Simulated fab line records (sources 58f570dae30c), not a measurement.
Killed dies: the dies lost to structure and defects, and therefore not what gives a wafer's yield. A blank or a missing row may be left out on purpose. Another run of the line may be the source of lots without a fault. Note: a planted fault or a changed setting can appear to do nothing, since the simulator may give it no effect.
Problem report, 8D (eight disciplines) form, completed by code / flow berkeley_cmos170 / the parts of the form that need people (team, actions taken, sign-off) are left out

## 1. WHAT IS WRONG
cd_nm at UCB170_M1_CD_MEAS_90 reads a mean of 716.3 nm on 4 wafers of 2 lots; wafers without a fault read 699.9 nm with a standard deviation of 1.9. That puts it +8.7 standard deviations away from the usual mean.
The step: target cd 700 nm.
The first sign was on wafer L598.4 at day 12 08:50, on cd_sem-01. The record has a number at this step for 42 wafers belonging to 14 lots. The rule behind "out" and "out of limits": a value lying over 4 standard deviations away from the usual mean. The rest of the wafers with a number are treated as sound.

## 2. WHAT IT IS AND WHAT IT IS NOT
question=which readings at this step | is=cd_nm | is not=-
question=which lots | is=L598, L601 | is not=L582, L585, L586, L587, L588, L589, L590, L591, L595, L600, L602, L605
question=which wafers of those lots | is=L598.4, L598.5, L601.2, L601.4 | is not=L598.6, L601.3
question=read on which gauges | is=cd_sem-01 | is not=cd_sem-02
question=when | is=from day 12 08:50 | is not=up to then (28 sound wafers); but 10 sound wafers of L600, L601, L602, L605 came after

## 3. WHAT RULES OUT EACH SUSPECT
Counting: if a tool at a process step up to the reading ran every lot that is out, it stays a suspect. Sound lots after the first of them don't rule it out here, since some wafers of a struck lot are sound.
- the gauge at UCB170_M1_CD_MEAS_90 is ruled out. All the wafers that are out were read on cd_sem-01, but those of them that UCB170_M1_METAL_ETCH_12 has rows for are out there too, on other tools.
- rie_metal-03 at UCB170_M1_METAL_ETCH_12 (etches Al in Cl2/BCl3, stops on PSG, target depth 780 nm, time 130 s): kept. Ran every lot that is out, first one L598 (day 12 08:35); last sound lot up to then L589 (day 9 20:13). Its own readings are out on those wafers: oes_product_au.
- The sound lot-mates ran in chamber 0 of rie_metal-03 at UCB170_M1_METAL_ETCH_12, but the wafers that are out ran in chamber 1.
The count leaves rie_metal-03 at UCB170_M1_METAL_ETCH_12.

## 4. THE CAUSE (what the simulator had put in)
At UCB170_M1_METAL_ETCH_12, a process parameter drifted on rie_metal-03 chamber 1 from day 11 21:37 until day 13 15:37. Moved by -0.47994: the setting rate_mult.
The count eliminated every tool but this one.

## 5. SEQUENCE OF EFFECTS, ordered by route
Each row: a reading where the mean over the struck wafers with a number is more than 3 standard deviations away from the usual. Readings are gone through only where the record gives a usual standard deviation; hours: the median, over the lots, of the time from a lot's start at the first step in this table giving one to that lot's start at this step; sigmas: the change measured in usual standard deviations.
hours=0; step=UCB170_M1_METAL_ETCH_12; reading=oes_product_au; usual=0.864 a.u.; on struck wafers=0.689; change=-0.175; sigmas=-17
hours=0; step=UCB170_M1_CD_MEAS_90; reading=cd_nm; usual=699.9 nm; on struck wafers=716.3; change=+16.4; sigmas=+8.7
hours=19; step=UCB170_M3_PROBE_99; reading=defect_limited_yield; usual=98.9 %; on struck wafers=0.0; change=-98.9; sigmas=-99 or more
hours=19; step=UCB170_M3_PROBE_99; reading=killed_at_M0_to_M3; usual=0.8; on struck wafers=261.2; change=+260.4; sigmas=+99 or more
hours=19; step=UCB170_M3_PROBE_99; reading=killed_dies; usual=3.0; on struck wafers=264.0; change=+261.0; sigmas=+99 or more
hours=19; step=UCB170_M3_PROBE_99; reading=killed_on_rim; usual=0.9; on struck wafers=70.0; change=+69.1; sigmas=+63
hours=19; step=UCB170_M3_PROBE_99; reading=sort_bin_5_function; usual=0.7 %; on struck wafers=99.6; change=+98.9; sigmas=+99 or more
hours=19; step=UCB170_M3_PROBE_99; reading=sort_n_pass; usual=261.0; on struck wafers=0.0; change=-261.0; sigmas=-99 or more
hours=19; step=UCB170_M3_PROBE_99; reading=sort_yield_pct; usual=98.9 %; on struck wafers=0.0; change=-98.9; sigmas=-99 or more
Process steps it contains:
- UCB170_M1_METAL_ETCH_12: etches Al in Cl2/BCl3, stops on PSG, target depth 780 nm, time 130 s.
- UCB170_M3_PROBE_99

## 6. WHAT WOULD HAVE CAUGHT IT SOONER
The first out-of-limits reading at a measuring or inspecting step in this record came at day 12 08:50, 11 hours after the fault's start at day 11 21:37.
The tool's own readings at UCB170_M1_METAL_ETCH_12 were out on every struck wafer that the step has a row for (oes_product_au): an alarm limit on them would have fired on the first of those.
Lots out: 2; of these, L601 started UCB170_M1_METAL_ETCH_12 on rie_metal-03 after day 12 08:50. A hold on the tool at that time would have spared it.
